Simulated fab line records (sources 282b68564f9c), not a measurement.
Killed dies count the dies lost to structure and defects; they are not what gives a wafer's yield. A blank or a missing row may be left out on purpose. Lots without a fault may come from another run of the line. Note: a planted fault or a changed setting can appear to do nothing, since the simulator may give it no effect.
A lot that was struck, set against a sound lot -- flow ritCmos -- 3 out of 202 route steps
Sound: the wafers L387.1, L387.3, L387.5. Struck: wafers L389.2, L389.3, L389.6. The cause is named last.
Order at every step that has rows: each side's tool, ch and its chambers, its first start. Under that, the readings that differ: sound wafers -- struck wafers -- difference of the means -- sigmas: that difference in standard deviations of wafers without a fault.
alike: words and numbers the same on both sides, and readings whose means are apart by under 2 such deviations; not compared: readings that were withheld, readings missing a value for some wafer, numbers with overlapping values and no deviation given by the record, and bounds like >300 which may hide the same value.
Wherever a step has rows on one side only, a row that says differs or no value, or a row with sigmas, the two part there. Numbers that don't overlap but have no deviation are shown without sigmas and don't part them. Lack of a reading on every wafer of one side parts them only where that side has two or more wafers.

RIT_ACTIVE_BOW_MEAS_00:
  sound: filmMetro-04 at day 2 01:00; struck: filmMetro-02 at day 2 11:01
  alike: INCOMING_BOW
RIT_ACTIVE_OXIDATION_01: target thk 46.8 nm, ox time 3360 s.
  struck on furnace-03, day 2 11:07; sound on furnace-01 ch 0, day 2 02:09
  no value came back on the struck wafers for oxTempC (C), oxTempCMax, oxTimeS (s), spikeTcCentreC (C); on the sound wafers oxTempC (C) reads 1006.8 1007.2 1006.7
then, 1 step without rows for these wafers: RIT_ACTIVE_CVD_03 (deposits Si3N4 from SiH2Cl2/NH3, target thk 150 nm, time 1500 s).

WHERE THEY PART
RIT_ACTIVE_OXIDATION_01 only, going by this record.

WHY: what had been put in by the simulator
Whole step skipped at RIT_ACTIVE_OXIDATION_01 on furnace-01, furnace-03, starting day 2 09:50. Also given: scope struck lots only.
